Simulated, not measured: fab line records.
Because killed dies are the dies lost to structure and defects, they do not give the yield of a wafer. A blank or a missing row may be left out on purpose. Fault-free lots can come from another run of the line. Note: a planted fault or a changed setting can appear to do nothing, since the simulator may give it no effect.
Comparing a struck lot with a sound one ; flow berkeley-cmos170 ; 17 steps out of a route of 331
Sound: wafers L500.2, L500.4, L500.6. Wafers struck: L504.3, L504.5, L504.6. The cause is named last.
At each step with rows: each side's tool, then ch and its chambers, then its first start. Under that, the readings that differ: sound wafers ; struck wafers ; difference of the means ; sigmas: that difference in standard deviations of wafers without a fault.
alike: words and numbers the same on both sides, and readings whose means are apart by under 2 such deviations; not compared: readings that were withheld, readings missing a value for some wafer, numbers with overlapping values and no deviation given by the record, and bounds like >300 which may hide the same value.
The two part at a step that has a row with sigmas, a row that says differs or no value, or rows on one side only. Numbers that have no deviation but don't overlap get no sigmas and don't part them. A reading missing from all wafers of one side parts the sides only when that side holds two or more wafers.

UCB170_SDANNEAL_RS_MEAS_04: uses a four-point probe to measure.
  sound on film-metro-01, day 10 07:52; struck on film-metro-03, day 11 07:53
  alike: PLDD_RS
UCB170_SDANNEAL_RS_MEAS_05: uses a four-point probe to measure.
  sound on film-metro-01, day 10 07:59; struck on film-metro-03, day 11 08:00
  alike: NLDD_RS
then, 1 step without rows for these wafers: UCB170_SILICIDE_PRE_CLEAN_00 (preclean etch time 60 s).
UCB170_SILICIDE_SPUTTER_01: material Ti, target thk 30 nm, time 25 s.
  sound on pvd-sputter-04, day 10 08:10; struck on pvd-sputter-04, day 11 08:09
  alike: throttle-valve-pct
UCB170_SILICIDE_RS_MEAS_02: uses a four-point probe to measure.
  sound on film-metro-02, day 10 08:13; struck on film-metro-04, day 11 08:13
  alike: SILICIDE_TI_RS
UCB170_SILICIDE_THK_MEAS_03: measures by xrf.
  sound on film-metro-02, day 10 08:19; struck on film-metro-04, day 11 08:19
  alike: SILICIDE_TI_THK
UCB170_SILICIDE_RTA_04: time 15 s.
  sound on rtp-anneal-02 ch 0, day 10 08:23; struck on rtp-anneal-02 ch 0, day 11 08:23
  alike: lamp-power-pct, wafer_temp_C_max
then, 3 steps without rows for these wafers: UCB170_SILICIDE_WET_ETCH_05 (etches Ti in SPM, time 45 s); UCB170_CONTACT_CLEAN_00 (cleans in SPM, time 600 s); UCB170_CONTACT_CVD_01 (deposits PSG from SiH4/O2/PH3, target thk 700 nm, time 2820 s).
UCB170_CONTACT_THK_MEAS_02:
  sound on film-metro-03, day 10 11:29; struck on film-metro-03, day 11 11:10
  alike: CONTACT_PSG_THK
then, 1 step without rows for these wafers: UCB170_CONTACT_HMDS_03 (prime time 60 s).
UCB170_CONTACT_COAT_04: resist thk 900 nm.
  sound on litho-track-04 ch 0, day 10 11:43; struck on litho-track-01 ch 0, day 11 11:27
reading;sound;struck;difference;sigmas
model.KrF_of_CONTACT_COAT_04.thk-nm (nm);903.1 902.3 903.9;939.1 941.1 938.1;+36.3;
  alike: chill-plate-temp-C, exhaust-pa
then, 1 step without rows for these wafers: UCB170_CONTACT_SOFTBAKE_05 (time 60 s).
UCB170_CONTACT_STRIP_06: strips in O2.
  sound on plasma-asher-01 ch 0,1, day 10 11:59; struck on plasma-asher-01 ch 0,1, day 11 11:44
reading;sound;struck;difference;sigmas
strip-time-to-endpoint-s (s);22.04 22.02 22.05;22.91 22.95 22.88;+0.88;+12
  alike: chamber-pressure-mTorr, drypump-motor-current-A, oes-product-au
  not compared: rf-hours-counter-h
then, 1 step without rows for these wafers: UCB170_CONTACT_CLEAN_07 (cleans in SPM, time 600 s).
UCB170_M3_PROBE_99:
  sound wafers here have rows in the record (prober-01, day 11 09:47); struck ones have none

## WHERE THEY PART
Last at UCB170_M3_PROBE_99 as far as this record goes, first at UCB170_CONTACT_STRIP_06.

WHY: what had been put in by the simulator
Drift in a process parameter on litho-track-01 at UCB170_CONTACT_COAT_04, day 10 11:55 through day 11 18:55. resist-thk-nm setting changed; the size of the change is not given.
